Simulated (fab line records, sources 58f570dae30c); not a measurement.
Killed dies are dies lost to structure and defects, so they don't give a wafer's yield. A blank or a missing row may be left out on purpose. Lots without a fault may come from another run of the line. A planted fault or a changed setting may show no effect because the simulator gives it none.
Which tool did it? | flow berkeley_cmos170 | 6 lots, 18 wafers sampled, at 2 steps of a route of 331

WHAT THE GAUGES READ, wafer by wafer
UCB170_M1_RS_MEAS_01: measures by four-point-probe.
lot  | measured     | on            | M1_AL_RS (ohm/sq)
L981 | day 7 23:06  | film_metro-01 | 0.0483 0.0481 0.0486
L985 | day 8 07:05  | film_metro-03 | 0.0487 0.0483 0.0485
L986 | day 8 09:41  | film_metro-04 | 0.0488 0.0490 0.0485
L996 | day 11 01:34 | film_metro-03 | 0.0487 0.0251 0.0251
L100 | day 11 23:02 | film_metro-04 | 0.0485 0.0492 0.0490
L104 | day 12 13:47 | film_metro-03 | 0.0490 0.0491 0.0494

WHICH TOOL RAN EACH LOT (tool, then ch and the chambers of the sampled wafers, then the start)
lot  | UCB170_M1_SPUTTER_00
L981 | pvd_sputter-04, day 7 23:02
L985 | pvd_sputter-04, day 8 07:01
L986 | pvd_sputter-04, day 8 09:38
L996 | pvd_sputter-04, day 11 01:30
L100 | pvd_sputter-01, day 11 22:57
L104 | pvd_sputter-01, day 12 13:44
- UCB170_M1_SPUTTER_00: material Al, target thk 600 nm, time 80 s.

THE ANSWER, worked out from the rows above alone
Rule: what is usual is taken from the lots themselves. Put in order of their means at a reading, lots are off if they are a third of the lots or fewer, leave a main group of 4 or more, and stand apart from it by a gap of 3 or more times the standard deviation of the main group's means; of several such gaps the widest counts. A main group whose means are all the same, to the digits that the tables above print for the reading, isn't used. A lot without any number at a reading at which 4 lots or more have one is off too. The other lots that the step has rows for count as sound.
Off: L996, at UCB170_M1_RS_MEAS_01 (M1_AL_RS). The main group: mean 0.0487 ohm/sq, standard deviation 0.00029.
A tool fits if, at a process step before that reading, it ran every lot that is off, and no sound lot after the first of them. The gauges at UCB170_M1_RS_MEAS_01 are tried like those tools. One fits: pvd_sputter-04 at UCB170_M1_SPUTTER_00. Its last sound lot is L986 (day 8 09:38), its first lot that is off L996 (day 11 01:30): a fault that began between those two fits.

WHAT THE SIMULATOR HAD PUT IN
Process parameter drift: pvd_sputter-04, from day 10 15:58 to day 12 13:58, at UCB170_M1_SPUTTER_00. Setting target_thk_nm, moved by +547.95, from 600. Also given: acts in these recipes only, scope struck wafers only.
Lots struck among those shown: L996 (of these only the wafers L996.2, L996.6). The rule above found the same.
